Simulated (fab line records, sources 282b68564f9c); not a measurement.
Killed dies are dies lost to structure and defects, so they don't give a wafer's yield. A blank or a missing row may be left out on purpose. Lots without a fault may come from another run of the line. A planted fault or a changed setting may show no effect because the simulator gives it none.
Split-lot experiment | flow rit_cmos | 5 lots, 23 wafers read, on a route of 202 steps

THE SPLIT
At RIT_GATE_CVD_08 (deposits poly-Si from SiH4, target thk 250 nm, time 2220 s), the setting sih4_flow_sccm was moved away from the recipe's 100 sccm on 10 of the 23 wafers read, by +6.0% to +7.7%. The other wafers ran this setting at the recipe's value.

The file shows no step between the split and the reading.

THE READING
oes_product_au, in a.u., at RIT_GATE_ETCH_19 (etches poly-Si in SF6/CHF3/O2, stops on SiO2, time 165 s, target depth 312.5 nm). Fault-free wafers of this fab line usually give 0.846 a.u., standard deviation 0.01 a.u..

wafer  | tool, chamber at the split | sih4_flow_sccm as run, sccm | against the recipe | oes_product_au, a.u. | against lot-mates on the recipe
L074.1 | lpcvd-02, 1                | 100                         | recipe             | 0.852                | -
L074.3 | lpcvd-02, 1                | 100                         | recipe             | 0.862                | -
L074.5 | lpcvd-02, 1                | 100                         | recipe             | 0.846                | -
L075.1 | -, -                       | 100                         | recipe             | 0.855                | -
L075.2 | -, -                       | 100                         | recipe             | 0.850                | -
L075.4 | -, -                       | 100                         | recipe             | 0.848                | -
L075.5 | -, -                       | 100                         | recipe             | 0.850                | -
L075.6 | -, -                       | 100                         | recipe             | 0.848                | -
L077.1 | -, -                       | 100                         | recipe             | 0.854                | -
L077.2 | -, -                       | 100                         | recipe             | 0.860                | -
L077.3 | -, -                       | 100                         | recipe             | 0.838                | -
L077.4 | -, -                       | 100                         | recipe             | 0.856                | -
L077.5 | -, -                       | 100                         | recipe             | 0.844                | -
L081.1 | -, -                       | 107.7                       | +7.7%              | 0.897                | no lot-mate on the recipe
L081.2 | -, -                       | 107.7                       | +7.7%              | 0.891                | no lot-mate on the recipe
L081.3 | -, -                       | 107.7                       | +7.7%              | 0.892                | no lot-mate on the recipe
L081.5 | -, -                       | 107.7                       | +7.7%              | 0.894                | no lot-mate on the recipe
L081.6 | -, -                       | 107.7                       | +7.7%              | 0.904                | no lot-mate on the recipe
L083.1 | -, -                       | 106                         | +6.0%              | 0.892                | no lot-mate on the recipe
L083.2 | -, -                       | 106                         | +6.0%              | 0.876                | no lot-mate on the recipe
L083.3 | -, -                       | 106                         | +6.0%              | 0.894                | no lot-mate on the recipe
L083.4 | -, -                       | 106                         | +6.0%              | 0.882                | no lot-mate on the recipe
L083.5 | -, -                       | 106                         | +6.0%              | 0.884                | no lot-mate on the recipe

THE FIT
A straight line over all 23 wafers: oes_product_au changes by +0.00578 a.u. for each +1% of sih4_flow_sccm; r = +0.96; the points scatter about the line by 0.0063 a.u..
Too few moved wafers have a lot-mate on the recipe to fit a line with each lot's own level taken away.

THE WHOLE CHAIN: every reading that the file lists as answering this split, in the file's order
step              | what it does                                                                    | reading                                                                        | change (the file's fit)                  | r (the file's)
RIT_GATE_ETCH_19  | etches poly-Si in SF6/CHF3/O2, stops on SiO2, time 165 s, target depth 312.5 nm | oes_product_au                                                                 | +0.0058 a.u. for each +1% of the setting | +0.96
RIT_REOX_CLEAN_00 | cleans in SC1, time 600 s                                                       | poly-Si_of_GATE_CVD_08.thk_nm (the simulator's own value, which no gauge read) | +2.41 nm for each +1% of the setting     | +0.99

THE FILE'S OWN FIT
oes_product_au changes by +0.0058 a.u. for each +1% of sih4_flow_sccm, r = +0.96.
